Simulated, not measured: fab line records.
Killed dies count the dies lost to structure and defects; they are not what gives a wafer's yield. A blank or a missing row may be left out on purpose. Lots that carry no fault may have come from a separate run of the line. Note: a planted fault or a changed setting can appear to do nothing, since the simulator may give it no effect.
Chamber matching :: flow berkeleyCmos170 :: UCB170_V1_CMP_02 on cmp-02 has 4 sister chambers
The step polishes SiO2. 20 wafers are shown with their chamber, then 10 later ones without.

== EACH WAFER AND ITS CHAMBER ==
wafer: L451.3
chamber: 0
motorCurrentA (A): 13.9
platenRpm (rpm): 60.00

wafer: L451.4
chamber: 3
motorCurrentA (A): 17.1
platenRpm (rpm): 59.96

wafer: L451.6
chamber: 0
motorCurrentA (A): 14.0
platenRpm (rpm): 60.01

wafer: L458.3
chamber: 1
motorCurrentA (A): 15.3
platenRpm (rpm): 60.03

wafer: L458.5
chamber: 3
motorCurrentA (A): 16.4
platenRpm (rpm): 60.02

wafer: L458.6
chamber: 2
motorCurrentA (A): 17.4
platenRpm (rpm): 60.00

wafer: L461.1
chamber: 1
motorCurrentA (A): 15.4
platenRpm (rpm): 60.00

wafer: L461.2
chamber: 2
motorCurrentA (A): 17.0
platenRpm (rpm): 59.99

wafer: L461.4
chamber: 3
motorCurrentA (A): 18.3
platenRpm (rpm): 59.92

wafer: L463.1
chamber: 1
motorCurrentA (A): 15.5
platenRpm (rpm): 60.03

wafer: L463.4
chamber: 2
motorCurrentA (A): 17.2
platenRpm (rpm): 59.95

wafer: L463.6
chamber: 3
motorCurrentA (A): 17.4
platenRpm (rpm): 60.05

wafer: L462.1
chamber: 3
motorCurrentA (A): 17.7
platenRpm (rpm): 59.96

wafer: L462.3
chamber: 0
motorCurrentA (A): 14.4
platenRpm (rpm): 60.00

wafer: L462.6
chamber: 3
motorCurrentA (A): 18.1
platenRpm (rpm): 59.94

wafer: L465.1
chamber: 1
motorCurrentA (A): 16.0
platenRpm (rpm): 60.01

wafer: L465.4
chamber: 2
motorCurrentA (A): 17.1
platenRpm (rpm): 60.00

wafer: L465.5
chamber: 1
motorCurrentA (A): 17.3
platenRpm (rpm): 60.01

wafer: L470.2
chamber: 2
motorCurrentA (A): 16.3
platenRpm (rpm): 60.03

wafer: L470.3
chamber: 0
motorCurrentA (A): 14.3
platenRpm (rpm): 59.92

SIGNATURES (averages over the wafers above)
reading: motorCurrentA
chamber 0: 14.150
chamber 1: 15.900
chamber 2: 17.000
chamber 3: 17.500
scatter within a chamber: 0.614

reading: platenRpm
chamber 0: 59.9825
chamber 1: 60.0160
chamber 2: 59.9940
chamber 3: 59.9750
scatter within a chamber: 0.0368
Rule: a wafer lies at a distance from a chamber equal to the root of the sum of squares, over the readings, of (its reading less the chamber's mean, divided by the reading's scatter). If the next closest chamber is less than 2 further off than the closest, the wafer can't be placed; otherwise it belongs to the closest. How the scatter is found: for the shown wafers, subtract from each reading the mean of its chamber, square and add these, divide the total by (wafers less chambers), then take the root.

== WAFERS MISSING THEIR CHAMBER ==
wafer: L470.5
motorCurrentA (A): 16.3
platenRpm (rpm): 59.97

wafer: L471.1
motorCurrentA (A): 14.4
platenRpm (rpm): 59.98

wafer: L471.2
motorCurrentA (A): 17.3
platenRpm (rpm): 60.02

wafer: L471.6
motorCurrentA (A): 15.4
platenRpm (rpm): 60.06

wafer: L467.2
motorCurrentA (A): 17.5
platenRpm (rpm): 60.00

wafer: L467.3
motorCurrentA (A): 14.5
platenRpm (rpm): 59.95

wafer: L467.5
motorCurrentA (A): 16.3
platenRpm (rpm): 59.95

wafer: L468.2
motorCurrentA (A): 15.1
platenRpm (rpm): 60.00

wafer: L468.4
motorCurrentA (A): 18.0
platenRpm (rpm): 59.97

wafer: L468.5
motorCurrentA (A): 16.2
platenRpm (rpm): 59.98

== THE CHAMBER EACH PASSED THROUGH ==
wafer: L470.5
from the rows above: can't be placed: 2 or 1 or 3
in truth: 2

wafer: L471.1
from the rows above: 0
in truth: 0

wafer: L471.2
from the rows above: can't be placed: 2 or 3 or 1
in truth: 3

wafer: L471.6
from the rows above: can't be placed: 1 or 0 or 2
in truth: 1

wafer: L467.2
from the rows above: can't be placed: 3 or 2 or 1
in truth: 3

wafer: L467.3
from the rows above: can't be placed: 0 or 1
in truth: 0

wafer: L467.5
from the rows above: can't be placed: 2 or 1 or 3 or 0
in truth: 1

wafer: L468.2
from the rows above: can't be placed: 1 or 0 or 2
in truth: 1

wafer: L468.4
from the rows above: can't be placed: 3 or 2
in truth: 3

wafer: L468.5
from the rows above: can't be placed: 1 or 2 or 3
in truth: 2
Placed correctly: 1 of 10. Not placeable from these rows: 9 (in 9, the candidates include the true chamber). Placed wrongly: 0.
